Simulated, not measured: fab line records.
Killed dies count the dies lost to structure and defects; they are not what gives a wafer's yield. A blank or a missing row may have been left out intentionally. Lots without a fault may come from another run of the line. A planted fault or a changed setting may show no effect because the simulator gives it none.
A sampling plan put to the test || flow rit-cmos || 32 faults told of in these records, all on one fab line, each judged by the records of the lots it struck
The line's own looks make up the plan; these are the steps of the route where a gauge or inspection reads the wafer and leaves it unchanged. A look is open to judgement when struck wafers have a number at it and the file gives its usual mean and standard deviation on fault-free wafers. Caught: 4 or more of those standard deviations (sigma) separate the usual mean from the mean of the struck wafers at a look after the fault's first step. On the tool: the identical test, applied to the tool's own readings at the steps of the fault. It also counts as caught if the struck wafers ran another recipe or if their record alone is blank.

## THE FAULTS, as the simulator had put them in
1. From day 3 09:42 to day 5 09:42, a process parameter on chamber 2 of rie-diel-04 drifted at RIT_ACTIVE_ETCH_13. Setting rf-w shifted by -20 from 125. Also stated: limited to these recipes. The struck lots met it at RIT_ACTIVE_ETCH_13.
2. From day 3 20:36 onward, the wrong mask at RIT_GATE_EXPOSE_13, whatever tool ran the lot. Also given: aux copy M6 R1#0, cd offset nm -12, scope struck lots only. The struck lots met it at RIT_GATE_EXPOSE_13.
3. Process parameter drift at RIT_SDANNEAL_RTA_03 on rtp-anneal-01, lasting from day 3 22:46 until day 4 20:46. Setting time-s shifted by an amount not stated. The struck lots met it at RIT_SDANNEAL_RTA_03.
4. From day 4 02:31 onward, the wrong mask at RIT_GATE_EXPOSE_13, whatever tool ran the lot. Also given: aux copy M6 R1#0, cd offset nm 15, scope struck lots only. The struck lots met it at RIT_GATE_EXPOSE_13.
5. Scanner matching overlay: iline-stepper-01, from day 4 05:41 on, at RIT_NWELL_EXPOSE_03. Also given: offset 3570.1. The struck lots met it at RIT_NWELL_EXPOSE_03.
6. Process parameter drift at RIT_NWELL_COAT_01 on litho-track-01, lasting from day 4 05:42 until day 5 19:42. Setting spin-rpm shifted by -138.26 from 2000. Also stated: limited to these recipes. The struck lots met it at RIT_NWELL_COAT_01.
7. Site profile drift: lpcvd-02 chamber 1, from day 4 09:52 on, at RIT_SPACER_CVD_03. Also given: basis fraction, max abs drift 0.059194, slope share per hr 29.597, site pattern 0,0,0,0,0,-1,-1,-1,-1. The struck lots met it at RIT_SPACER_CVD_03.
8. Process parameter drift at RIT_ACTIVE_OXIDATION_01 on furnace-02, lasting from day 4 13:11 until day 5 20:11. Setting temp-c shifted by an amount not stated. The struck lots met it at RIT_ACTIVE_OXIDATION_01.
9. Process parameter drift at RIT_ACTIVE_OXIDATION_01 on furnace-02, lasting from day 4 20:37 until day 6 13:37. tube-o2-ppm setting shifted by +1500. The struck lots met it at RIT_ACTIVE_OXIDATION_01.
10. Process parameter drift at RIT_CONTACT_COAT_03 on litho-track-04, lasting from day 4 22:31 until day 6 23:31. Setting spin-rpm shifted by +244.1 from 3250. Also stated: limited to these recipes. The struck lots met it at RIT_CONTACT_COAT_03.
11. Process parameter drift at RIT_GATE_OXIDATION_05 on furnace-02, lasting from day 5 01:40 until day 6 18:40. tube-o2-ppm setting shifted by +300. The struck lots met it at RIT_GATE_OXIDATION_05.
12. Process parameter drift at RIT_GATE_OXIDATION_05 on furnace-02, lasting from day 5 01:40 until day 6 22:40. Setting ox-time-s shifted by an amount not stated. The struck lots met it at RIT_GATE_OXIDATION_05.
13. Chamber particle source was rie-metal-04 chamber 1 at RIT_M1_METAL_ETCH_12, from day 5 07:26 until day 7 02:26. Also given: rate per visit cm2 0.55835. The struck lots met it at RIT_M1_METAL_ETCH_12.
14. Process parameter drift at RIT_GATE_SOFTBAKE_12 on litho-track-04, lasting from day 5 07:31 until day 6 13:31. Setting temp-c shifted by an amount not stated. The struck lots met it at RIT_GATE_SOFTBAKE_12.
15. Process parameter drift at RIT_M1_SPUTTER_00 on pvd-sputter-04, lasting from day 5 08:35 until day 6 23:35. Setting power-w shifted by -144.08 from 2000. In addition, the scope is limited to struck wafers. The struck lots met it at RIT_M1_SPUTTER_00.
16. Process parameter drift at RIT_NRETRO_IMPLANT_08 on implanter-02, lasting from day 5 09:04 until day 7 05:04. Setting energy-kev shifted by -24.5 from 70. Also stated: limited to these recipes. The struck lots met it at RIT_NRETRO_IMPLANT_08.
17. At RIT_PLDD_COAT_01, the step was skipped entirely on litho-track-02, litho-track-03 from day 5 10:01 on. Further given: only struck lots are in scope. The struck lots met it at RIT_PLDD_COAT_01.
18. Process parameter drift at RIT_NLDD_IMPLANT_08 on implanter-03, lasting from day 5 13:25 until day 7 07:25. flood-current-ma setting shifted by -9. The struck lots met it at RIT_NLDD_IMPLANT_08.
19. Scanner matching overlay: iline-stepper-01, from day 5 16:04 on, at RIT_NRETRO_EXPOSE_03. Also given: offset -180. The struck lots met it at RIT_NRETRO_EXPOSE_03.
20. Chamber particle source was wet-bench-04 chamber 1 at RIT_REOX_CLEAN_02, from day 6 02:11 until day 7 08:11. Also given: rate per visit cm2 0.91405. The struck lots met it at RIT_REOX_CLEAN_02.
21. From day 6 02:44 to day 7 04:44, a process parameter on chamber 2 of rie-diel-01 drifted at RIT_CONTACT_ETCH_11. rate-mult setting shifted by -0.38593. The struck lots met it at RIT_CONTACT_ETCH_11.
22. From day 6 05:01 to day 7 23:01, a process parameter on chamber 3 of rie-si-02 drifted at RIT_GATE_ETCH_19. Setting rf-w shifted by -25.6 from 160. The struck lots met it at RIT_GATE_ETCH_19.
23. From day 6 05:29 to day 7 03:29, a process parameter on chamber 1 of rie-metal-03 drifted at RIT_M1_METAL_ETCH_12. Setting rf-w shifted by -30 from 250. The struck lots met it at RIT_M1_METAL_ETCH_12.
24. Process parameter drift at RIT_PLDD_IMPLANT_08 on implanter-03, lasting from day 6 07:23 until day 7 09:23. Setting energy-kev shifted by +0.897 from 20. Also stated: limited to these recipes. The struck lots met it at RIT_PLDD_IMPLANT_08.
25. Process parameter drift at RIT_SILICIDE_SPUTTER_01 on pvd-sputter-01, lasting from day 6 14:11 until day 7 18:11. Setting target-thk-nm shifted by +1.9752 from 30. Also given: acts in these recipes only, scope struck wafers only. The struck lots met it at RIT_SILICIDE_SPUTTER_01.
26. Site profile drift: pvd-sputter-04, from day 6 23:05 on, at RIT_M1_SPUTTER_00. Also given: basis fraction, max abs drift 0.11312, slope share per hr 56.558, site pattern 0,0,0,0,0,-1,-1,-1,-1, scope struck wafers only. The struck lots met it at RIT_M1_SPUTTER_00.
27. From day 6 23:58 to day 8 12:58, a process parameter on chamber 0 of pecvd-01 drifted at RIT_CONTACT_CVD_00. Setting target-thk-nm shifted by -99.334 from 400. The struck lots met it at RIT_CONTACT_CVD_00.
28. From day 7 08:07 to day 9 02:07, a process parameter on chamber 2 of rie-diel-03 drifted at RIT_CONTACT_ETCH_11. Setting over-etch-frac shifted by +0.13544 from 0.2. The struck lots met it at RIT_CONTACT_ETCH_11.
29. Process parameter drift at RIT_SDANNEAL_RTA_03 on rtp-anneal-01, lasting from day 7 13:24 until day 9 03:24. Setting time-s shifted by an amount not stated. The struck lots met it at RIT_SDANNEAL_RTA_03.
30. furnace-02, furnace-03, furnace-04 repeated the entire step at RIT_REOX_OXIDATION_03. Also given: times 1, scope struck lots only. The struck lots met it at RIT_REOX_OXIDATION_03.
31. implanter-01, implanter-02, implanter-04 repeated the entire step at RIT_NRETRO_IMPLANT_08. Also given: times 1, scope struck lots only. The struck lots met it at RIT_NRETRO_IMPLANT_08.
32. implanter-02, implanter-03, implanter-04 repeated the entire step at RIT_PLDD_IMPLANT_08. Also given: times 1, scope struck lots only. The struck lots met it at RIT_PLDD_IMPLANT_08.

## WHAT THE PLAN SAW
{"fault": 1, "on the tool itself": "rf-fwd-power-W -48 sigma", "first look that catches it": "no look after it can be judged", "reading, sigma": "-", "median hours from its first step to that look": "-", "hours from the fault's start to the first struck lot there": "-", "judged looks passed uncaught": 0}
{"fault": 2, "on the tool itself": "no reading that can be judged", "first look that catches it": "RIT_GATE_CD_MEAS_16", "reading, sigma": "cd-nm -4.7", "median hours from its first step to that look": 0.4, "hours from the fault's start to the first struck lot there": 4, "judged looks passed uncaught": 0}
{"fault": 3, "on the tool itself": "under 2 sigma", "first look that catches it": "RIT_SDANNEAL_RS_MEAS_04", "reading, sigma": "PSD_RS -8.2", "median hours from its first step to that look": 0.1, "hours from the fault's start to the first struck lot there": 5, "judged looks passed uncaught": 0}
{"fault": 4, "on the tool itself": "under 2 sigma", "first look that catches it": "RIT_GATE_CD_MEAS_16", "reading, sigma": "cd-nm +7.7", "median hours from its first step to that look": 0.5, "hours from the fault's start to the first struck lot there": 3, "judged looks passed uncaught": 0}
{"fault": 5, "on the tool itself": "under 2 sigma", "first look that catches it": "RIT_NWELL_OVL_MEAS_06", "reading, sigma": "NWELL_OVL +99 or beyond", "median hours from its first step to that look": 0.4, "hours from the fault's start to the first struck lot there": 8, "judged looks passed uncaught": 0}
{"fault": 6, "on the tool itself": "spin-speed-rpm -99 or beyond sigma", "first look that catches it": "not the one look that can be judged after it", "reading, sigma": "-", "median hours from its first step to that look": "-", "hours from the fault's start to the first struck lot there": "-", "judged looks passed uncaught": 1}
{"fault": 7, "on the tool itself": "under 2 sigma", "first look that catches it": "not the one look that can be judged after it", "reading, sigma": "strongest: SPACER_NITRIDE_THK at RIT_SPACER_THK_MEAS_04, -2.9", "median hours from its first step to that look": "-", "hours from the fault's start to the first struck lot there": "-", "judged looks passed uncaught": 1}
{"fault": 8, "on the tool itself": "tube-center-temp-C -99 or beyond sigma", "first look that catches it": "RIT_ACTIVE_THK_MEAS_02", "reading, sigma": "ACTIVE_OXIDE_THK -10", "median hours from its first step to that look": 1.9, "hours from the fault's start to the first struck lot there": 7, "judged looks passed uncaught": 0}
{"fault": 9, "on the tool itself": "under 2 sigma", "first look that catches it": "RIT_ACTIVE_THK_MEAS_02", "reading, sigma": "ACTIVE_OXIDE_THK +7.5", "median hours from its first step to that look": 1.9, "hours from the fault's start to the first struck lot there": 4, "judged looks passed uncaught": 0}
{"fault": 10, "on the tool itself": "spin-speed-rpm +99 or beyond sigma", "first look that catches it": "none of the 2 looks that can be judged after it", "reading, sigma": "strongest: cd-nm at RIT_CONTACT_CD_MEAS_08, +2.8", "median hours from its first step to that look": "-", "hours from the fault's start to the first struck lot there": "-", "judged looks passed uncaught": 2}
{"fault": 11, "on the tool itself": "under 2 sigma", "first look that catches it": "RIT_GATE_THK_MEAS_07", "reading, sigma": "GATE_OXIDE_THK +8.1", "median hours from its first step to that look": 1.3, "hours from the fault's start to the first struck lot there": 6, "judged looks passed uncaught": 0}
{"fault": 12, "on the tool itself": "under 2 sigma", "first look that catches it": "RIT_GATE_THK_MEAS_07", "reading, sigma": "GATE_OXIDE_THK +19", "median hours from its first step to that look": 1.3, "hours from the fault's start to the first struck lot there": 6, "judged looks passed uncaught": 0}
{"fault": 13, "on the tool itself": "under 2 sigma", "first look that catches it": "no look after it can be judged", "reading, sigma": "-", "median hours from its first step to that look": "-", "hours from the fault's start to the first struck lot there": "-", "judged looks passed uncaught": 0}
{"fault": 14, "on the tool itself": "heater-power-total-W +21 sigma", "first look that catches it": "not the one look that can be judged after it", "reading, sigma": "-", "median hours from its first step to that look": "-", "hours from the fault's start to the first struck lot there": "-", "judged looks passed uncaught": 1}
{"fault": 15, "on the tool itself": "cathode-dc-power-W -99 or beyond sigma", "first look that catches it": "RIT_M1_RS_MEAS_01", "reading, sigma": "M1_AL_RS +7.1", "median hours from its first step to that look": 0.3, "hours from the fault's start to the first struck lot there": 5, "judged looks passed uncaught": 0}
{"fault": 16, "on the tool itself": "beam-energy-keV -99 or beyond sigma", "first look that catches it": "RIT_NRETRO_TW_MEAS_10", "reading, sigma": "NRETRO_TW -17", "median hours from its first step to that look": 0.3, "hours from the fault's start to the first struck lot there": 21, "judged looks passed uncaught": 0}
{"fault": 17, "on the tool itself": "the tool's record is blank for the struck wafers", "first look that catches it": "RIT_NSD_TW_MEAS_10", "reading, sigma": "NSD_TW +9.5", "median hours from its first step to that look": 6.8, "hours from the fault's start to the first struck lot there": 9, "judged looks passed uncaught": 0}
{"fault": 18, "on the tool itself": "under 2 sigma", "first look that catches it": "none of the 5 looks that can be judged after it", "reading, sigma": "-", "median hours from its first step to that look": "-", "hours from the fault's start to the first struck lot there": "-", "judged looks passed uncaught": 5}
{"fault": 19, "on the tool itself": "no reading that can be judged", "first look that catches it": "RIT_NRETRO_OVL_MEAS_06", "reading, sigma": "NRETRO_OVL -99 or beyond", "median hours from its first step to that look": 0.4, "hours from the fault's start to the first struck lot there": 3, "judged looks passed uncaught": 0}
{"fault": 20, "on the tool itself": "no reading that can be judged", "first look that catches it": "no look after it can be judged", "reading, sigma": "-", "median hours from its first step to that look": "-", "hours from the fault's start to the first struck lot there": "-", "judged looks passed uncaught": 0}
{"fault": 21, "on the tool itself": "under 2 sigma", "first look that catches it": "no look after it can be judged", "reading, sigma": "-", "median hours from its first step to that look": "-", "hours from the fault's start to the first struck lot there": "-", "judged looks passed uncaught": 0}
{"fault": 22, "on the tool itself": "rf-fwd-power-W -52 sigma", "first look that catches it": "no look after it can be judged", "reading, sigma": "-", "median hours from its first step to that look": "-", "hours from the fault's start to the first struck lot there": "-", "judged looks passed uncaught": 0}
{"fault": 23, "on the tool itself": "rf-fwd-power-W -40 sigma", "first look that catches it": "no look after it can be judged", "reading, sigma": "-", "median hours from its first step to that look": "-", "hours from the fault's start to the first struck lot there": "-", "judged looks passed uncaught": 0}
{"fault": 24, "on the tool itself": "beam-energy-keV +99 or beyond sigma", "first look that catches it": "RIT_SDANNEAL_RS_MEAS_06", "reading, sigma": "PLDD_RS -5.8", "median hours from its first step to that look": 9.5, "hours from the fault's start to the first struck lot there": 12, "judged looks passed uncaught": 0}
{"fault": 25, "on the tool itself": "under 2 sigma", "first look that catches it": "RIT_SILICIDE_RS_MEAS_02", "reading, sigma": "SILICIDE_TI_RS -4.4", "median hours from its first step to that look": 0.2, "hours from the fault's start to the first struck lot there": 18, "judged looks passed uncaught": 0}
{"fault": 26, "on the tool itself": "under 2 sigma", "first look that catches it": "RIT_M1_RS_MEAS_01", "reading, sigma": "M1_AL_RS +4.5", "median hours from its first step to that look": 0.3, "hours from the fault's start to the first struck lot there": 15, "judged looks passed uncaught": 0}
{"fault": 27, "on the tool itself": "under 2 sigma", "first look that catches it": "RIT_CONTACT_THK_MEAS_01", "reading, sigma": "CONTACT_TEOS_THK -17", "median hours from its first step to that look": 0.1, "hours from the fault's start to the first struck lot there": 8, "judged looks passed uncaught": 0}
{"fault": 28, "on the tool itself": "under 2 sigma", "first look that catches it": "no look after it can be judged", "reading, sigma": "-", "median hours from its first step to that look": "-", "hours from the fault's start to the first struck lot there": "-", "judged looks passed uncaught": 0}
{"fault": 29, "on the tool itself": "under 2 sigma", "first look that catches it": "RIT_SDANNEAL_RS_MEAS_04", "reading, sigma": "PSD_RS -70", "median hours from its first step to that look": 0.1, "hours from the fault's start to the first struck lot there": 6, "judged looks passed uncaught": 0}
{"fault": 30, "on the tool itself": "under 2 sigma", "first look that catches it": "RIT_REOX_THK_MEAS_04", "reading, sigma": "REOX_OXIDE_THK +28", "median hours from its first step to that look": 6.0, "hours from the fault's start to the first struck lot there": "-", "judged looks passed uncaught": 0}
{"fault": 31, "on the tool itself": "no reading that can be judged", "first look that catches it": "RIT_NRETRO_TW_MEAS_10", "reading, sigma": "NRETRO_TW +41", "median hours from its first step to that look": 0.6, "hours from the fault's start to the first struck lot there": "-", "judged looks passed uncaught": 0}
{"fault": 32, "on the tool itself": "under 2 sigma", "first look that catches it": "RIT_PLDD_TW_MEAS_10", "reading, sigma": "PLDD_TW +28", "median hours from its first step to that look": 0.6, "hours from the fault's start to the first struck lot there": "-", "judged looks passed uncaught": 0}
A dash: this means the fault isn't caught or the number doesn't appear in these records.

Caught at a look: 20 of 32. Caught on the tool: 11 of 32. By one or the other: 26 of 32.
On the tool alone, faults 1, 6, 10, 14, 22, 23 were caught.
Caught at a look alone: faults 2, 3, 4, 5, 9, 11, 12, 19, 25, 26, 27, 29, 30, 31, 32.
Caught by neither: faults 7, 13, 18, 20, 21, 28.

## THINNER SAMPLING
If the look that catches a fault measured only every second or every third lot, by lot number, the first struck lot would be measured this late in the worst case:
{"fault": 2, "struck lots at that look, in order of time": "L300", "every lot": "4 h", "every second lot": "may miss it", "every third lot": "may miss it"}
{"fault": 3, "struck lots at that look, in order of time": "L901, L903", "every lot": "5 h", "every second lot": "may miss all 2", "every third lot": "may miss all 2"}
{"fault": 4, "struck lots at that look, in order of time": "L376", "every lot": "3 h", "every second lot": "may miss it", "every third lot": "may miss it"}
{"fault": 5, "struck lots at that look, in order of time": "L199, L200, L201", "every lot": "8 h", "every second lot": "13 h", "every third lot": "18 h"}
{"fault": 8, "struck lots at that look, in order of time": "L622, L623, L624", "every lot": "7 h", "every second lot": "12 h", "every third lot": "17 h"}
{"fault": 9, "struck lots at that look, in order of time": "L289, L290", "every lot": "4 h", "every second lot": "10 h", "every third lot": "may miss all 2"}
{"fault": 11, "struck lots at that look, in order of time": "L467, L472", "every lot": "6 h", "every second lot": "31 h", "every third lot": "may miss all 2"}
{"fault": 12, "struck lots at that look, in order of time": "L982, L987", "every lot": "6 h", "every second lot": "31 h", "every third lot": "may miss all 2"}
{"fault": 15, "struck lots at that look, in order of time": "L744, L749", "every lot": "5 h", "every second lot": "34 h", "every third lot": "may miss all 2"}
{"fault": 16, "struck lots at that look, in order of time": "L498, L499", "every lot": "21 h", "every second lot": "26 h", "every third lot": "may miss all 2"}
{"fault": 17, "struck lots at that look, in order of time": "L828, L829", "every lot": "9 h", "every second lot": "12 h", "every third lot": "may miss all 2"}
{"fault": 19, "struck lots at that look, in order of time": "L588, L591, L592", "every lot": "3 h", "every second lot": "18 h", "every third lot": "may miss all 3"}
{"fault": 24, "struck lots at that look, in order of time": "L960, L961", "every lot": "12 h", "every second lot": "18 h", "every third lot": "may miss all 2"}
{"fault": 25, "struck lots at that look, in order of time": "L442", "every lot": "18 h", "every second lot": "may miss it", "every third lot": "may miss it"}
{"fault": 26, "struck lots at that look, in order of time": "L220", "every lot": "15 h", "every second lot": "may miss it", "every third lot": "may miss it"}
{"fault": 27, "struck lots at that look, in order of time": "L638, L641", "every lot": "8 h", "every second lot": "28 h", "every third lot": "may miss all 2"}
{"fault": 29, "struck lots at that look, in order of time": "L259, L261", "every lot": "6 h", "every second lot": "may miss all 2", "every third lot": "may miss all 2"}
The hour figures run from when the fault began to the first measured lot among those it struck. 4 sigma limit: tested on the pooled struck wafers, so a lone lot may be under it. Other struck lots may not be in these records.

## THE LONGEST TIMED WAY FROM STEP TO LOOK
Fault 24: a median of 9.5 hours passes between RIT_PLDD_IMPLANT_08 and RIT_SDANNEAL_RS_MEAS_06. No look between them can be judged.
